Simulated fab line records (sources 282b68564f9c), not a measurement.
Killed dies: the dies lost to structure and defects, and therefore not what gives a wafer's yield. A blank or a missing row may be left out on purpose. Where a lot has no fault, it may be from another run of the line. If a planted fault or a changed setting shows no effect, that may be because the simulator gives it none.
Which of the tools did it? || flow rit-cmos || 14 lots with 42 wafers sampled at 2 steps, on a route of 202 steps

## WHAT EACH GAUGE READ, for each wafer
No reading from a measuring or inspecting step in the record can be judged against a usual standard deviation.

## TOOL THAT RAN EACH LOT (tool first, then ch and the chambers of the sampled wafers, then the start)
{"lot": "L252", "RIT_M1_SOFTBAKE_05": "litho-track-04 ch 0, day 3 12:35", "RIT_M1_PROBE_99": "-"}
{"lot": "L253", "RIT_M1_SOFTBAKE_05": "litho-track-02 ch 0, day 3 19:40", "RIT_M1_PROBE_99": "-"}
{"lot": "L256", "RIT_M1_SOFTBAKE_05": "litho-track-03 ch 0, day 4 07:41", "RIT_M1_PROBE_99": "-"}
{"lot": "L257", "RIT_M1_SOFTBAKE_05": "litho-track-03 ch 0, day 4 12:43", "RIT_M1_PROBE_99": "-"}
{"lot": "L258", "RIT_M1_SOFTBAKE_05": "litho-track-03 ch 0, day 4 16:14", "RIT_M1_PROBE_99": "-"}
{"lot": "L260", "RIT_M1_SOFTBAKE_05": "litho-track-02 ch 0, day 5 05:35", "RIT_M1_PROBE_99": "-"}
{"lot": "L263", "RIT_M1_SOFTBAKE_05": "litho-track-03 ch 0, day 5 20:23", "RIT_M1_PROBE_99": "prober-01, day 5 23:44"}
{"lot": "L264", "RIT_M1_SOFTBAKE_05": "litho-track-03 ch 0, day 6 02:49", "RIT_M1_PROBE_99": "-"}
{"lot": "L267", "RIT_M1_SOFTBAKE_05": "litho-track-02 ch 0, day 6 18:10", "RIT_M1_PROBE_99": "-"}
{"lot": "L268", "RIT_M1_SOFTBAKE_05": "litho-track-03 ch 0, day 6 22:10", "RIT_M1_PROBE_99": "prober-01, day 7 04:18"}
{"lot": "L270", "RIT_M1_SOFTBAKE_05": "litho-track-03 ch 0, day 7 10:25", "RIT_M1_PROBE_99": "prober-02, day 7 15:03"}
{"lot": "L269", "RIT_M1_SOFTBAKE_05": "litho-track-02 ch 0, day 7 12:22", "RIT_M1_PROBE_99": "-"}
{"lot": "L271", "RIT_M1_SOFTBAKE_05": "litho-track-04 ch 0, day 7 15:47", "RIT_M1_PROBE_99": "-"}
{"lot": "L274", "RIT_M1_SOFTBAKE_05": "litho-track-04 ch 0, day 8 15:32", "RIT_M1_PROBE_99": "-"}
- RIT_M1_SOFTBAKE_05: time 60 s.
- RIT_M1_PROBE_99

## AS READ BY THE TOOLS THEMSELVES (means over the sampled wafers that have a number; for cases with no such wafer, the mark the record gives instead)
RIT_M1_SOFTBAKE_05. Usual: heater-power-total-W 34.56 W, standard deviation 0.048; run-length-s 89.14 s, standard deviation 0.29.
{"lot": "L252", "tool": "litho-track-04", "heater-power-total-W (W)": 34.57, "run-length-s (s)": 89.43, "flag": ""}
{"lot": "L253", "tool": "litho-track-02", "heater-power-total-W (W)": 34.52, "run-length-s (s)": 89.36, "flag": ""}
{"lot": "L256", "tool": "litho-track-03", "heater-power-total-W (W)": 34.55, "run-length-s (s)": 88.89, "flag": ""}
{"lot": "L257", "tool": "litho-track-03", "heater-power-total-W (W)": 34.57, "run-length-s (s)": 88.73, "flag": ""}
{"lot": "L258", "tool": "litho-track-03", "heater-power-total-W (W)": 34.58, "run-length-s (s)": 88.74, "flag": ""}
{"lot": "L260", "tool": "litho-track-02", "heater-power-total-W (W)": 34.52, "run-length-s (s)": 89.42, "flag": ""}
{"lot": "L263", "tool": "litho-track-03", "heater-power-total-W (W)": 34.59, "run-length-s (s)": 88.80, "flag": ""}
{"lot": "L264", "tool": "litho-track-03", "heater-power-total-W (W)": 34.54, "run-length-s (s)": 88.92, "flag": ""}
{"lot": "L267", "tool": "litho-track-02", "heater-power-total-W (W)": 34.58, "run-length-s (s)": 89.30, "flag": ""}
{"lot": "L268", "tool": "litho-track-03", "heater-power-total-W (W)": 38.05, "run-length-s (s)": 71.61, "flag": "OFF"}
{"lot": "L270", "tool": "litho-track-03", "heater-power-total-W (W)": 38.08, "run-length-s (s)": 71.62, "flag": "OFF"}
{"lot": "L269", "tool": "litho-track-02", "heater-power-total-W (W)": 34.58, "run-length-s (s)": 89.41, "flag": ""}
{"lot": "L271", "tool": "litho-track-04", "heater-power-total-W (W)": 34.57, "run-length-s (s)": 89.39, "flag": ""}
{"lot": "L274", "tool": "litho-track-04", "heater-power-total-W (W)": 34.58, "run-length-s (s)": 89.30, "flag": ""}

RIT_M1_PROBE_99. Usual: defect-limited-yield 97.5 %, standard deviation 1; killed_at_M0_to_M3 0.0, standard deviation 0.14; killed-at-contacts 0.0, standard deviation 0.25; killed-at-front-end 6.6, standard deviation 2.7; killed-dies 6.7, standard deviation 2.7; killed-open 3.3, standard deviation 1.9; killed-short 3.4, standard deviation 1.9; sort_bin_3_pad_short 0.1 %, standard deviation 0.24; sort_bin_5_function 1.5 %, standard deviation 0.78; sort_bin_6_memory 0.9 %, standard deviation 0.69; sort-n-pass 257.3, standard deviation 2.7; sort-yield-pct 97.5 %, standard deviation 1.
{"lot": "L263", "tool": "prober-01", "defect-limited-yield (%)": 96.5, "killed_at_M0_to_M3": 0.0, "killed-at-contacts": 0.0, "killed-at-front-end": 9.3, "killed-dies": 9.3, "killed-open": 3.7, "killed-short": 5.7, "sort_bin_3_pad_short (%)": 0.4, "sort_bin_5_function (%)": 2.0, "sort_bin_6_memory (%)": 1.2, "sort-n-pass": 254.7, "sort-yield-pct (%)": 96.5, "flag": ""}
{"lot": "L268", "tool": "prober-01", "defect-limited-yield (%)": 97.7, "killed_at_M0_to_M3": 0.0, "killed-at-contacts": 0.0, "killed-at-front-end": 6.0, "killed-dies": 6.0, "killed-open": 3.7, "killed-short": 2.3, "sort_bin_3_pad_short (%)": 0.0, "sort_bin_5_function (%)": 0.9, "sort_bin_6_memory (%)": 1.4, "sort-n-pass": 258.0, "sort-yield-pct (%)": 97.7, "flag": ""}
{"lot": "L270", "tool": "prober-02", "defect-limited-yield (%)": 97.2, "killed_at_M0_to_M3": 0.0, "killed-at-contacts": 0.0, "killed-at-front-end": 7.3, "killed-dies": 7.3, "killed-open": 3.3, "killed-short": 4.0, "sort_bin_3_pad_short (%)": 0.0, "sort_bin_5_function (%)": 1.4, "sort_bin_6_memory (%)": 1.4, "sort-n-pass": 256.7, "sort-yield-pct (%)": 97.2, "flag": ""}

## THE ANSWER, worked out from the rows above alone
Rule: take the mean of a lot's wafers that have a number; if it is more than 3 standard deviations from the usual mean, the lot is off. Also off: a lot with no number at a reading for which 4 or more lots have one. The other lots that the step has rows for count as sound. After the gauges, taken in route order, come the tools' own readings; for these a lot's mean is taken, as printed above. The first step at which some lot is off is used, and at that step the reading that is off furthest; a lot without a number counts as furthest.
Off at RIT_M1_SOFTBAKE_05 (heater-power-total-W): L268, L270.
A tool fits if, at that step or a process step before it, it ran every lot that is off, and no sound lot after the first of them. One candidate fits, namely litho-track-03 at RIT_M1_SOFTBAKE_05. Its last sound lot is L264 (day 6 02:49), its first lot that is off L268 (day 6 22:10): a fault that began between those two fits.
The tool's own readings at RIT_M1_SOFTBAKE_05 bear it out: on the lots that are off they differ by more than 5 times the standard deviation of the sound lots' means. heater-power-total-W reads 38.06 W there against 34.56 W on the sound lots; run-length-s reads 71.62 s there against 89.14 s on the sound lots.

## WHAT THE SIMULATOR HAD PUT IN
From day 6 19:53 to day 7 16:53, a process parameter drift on litho-track-03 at RIT_M1_SOFTBAKE_05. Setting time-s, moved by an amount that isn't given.
Shown lots that were struck: L268, L270. The same result came from the rule above.
